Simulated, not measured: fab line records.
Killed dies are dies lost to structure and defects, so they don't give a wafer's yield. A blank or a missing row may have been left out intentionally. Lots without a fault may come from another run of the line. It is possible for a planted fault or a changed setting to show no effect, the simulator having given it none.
Matching of chambers | flow ritCmos | RIT_SPACER_ETCHBACK_05 on rieDiel-01: 4 sister chambers
The step etches Si3N4 in SF6/CHF3, stops on SiO2, target depth 250 nm, time 240 s. 8 wafers are shown with their chamber, then 8 later ones without.

## WAFERS WITH THEIR CHAMBER
wafer  | chamber | drypumpMotorCurrentA (A) | throttleValvePct (%)
L919.6 | 2       | 5.2                      | 10.35
L925.1 | 3       | 6.4                      | 10.15
L925.2 | 0       | 5.2                      | 10.07
L925.4 | 1       | 6.6                      | 10.25
L926.1 | 3       | 6.4                      | 10.15
L926.4 | 1       | 6.7                      | 10.24
L926.6 | 0       | 5.2                      | 10.08
L928.1 | 2       | 5.2                      | 10.32

## WAFERS WITHOUT THEIR CHAMBER
wafer  | drypumpMotorCurrentA (A) | throttleValvePct (%)
L928.2 | 6.7                      | 10.26
L928.4 | 6.4                      | 10.16
L930.2 | 6.5                      | 10.13
L930.3 | 6.7                      | 10.24
L930.4 | 6.7                      | 10.24
L933.2 | 6.4                      | 10.15
L933.3 | 6.6                      | 10.28
L933.5 | 5.2                      | 10.11

## WHICH CHAMBER EACH ONE RAN IN
wafer  | from the rows above | in truth
L928.2 | 1                   | 1
L928.4 | 3                   | 3
L930.2 | 3                   | 3
L930.3 | 1                   | 1
L930.4 | 1                   | 1
L933.2 | 3                   | 3
L933.3 | 1                   | 1
L933.5 | 0                   | 0
8 of 8 placed correctly. Can't be placed from these rows: 0. Number placed wrongly: 0.
How it was worked out, from the rows above alone: a wafer's distance from a chamber is the root of the sum, over the readings, of the square of ((its reading less the chamber's mean) divided by the reading's scatter). The wafer belongs to the nearest chamber; if the next one is less than 2 further off, it can't be placed. The mean given for a chamber averages the wafers shown for that chamber. How the scatter is found: for the shown wafers, subtract from each reading the mean of its chamber, square and add these, divide the total by (wafers less chambers), then take the root.
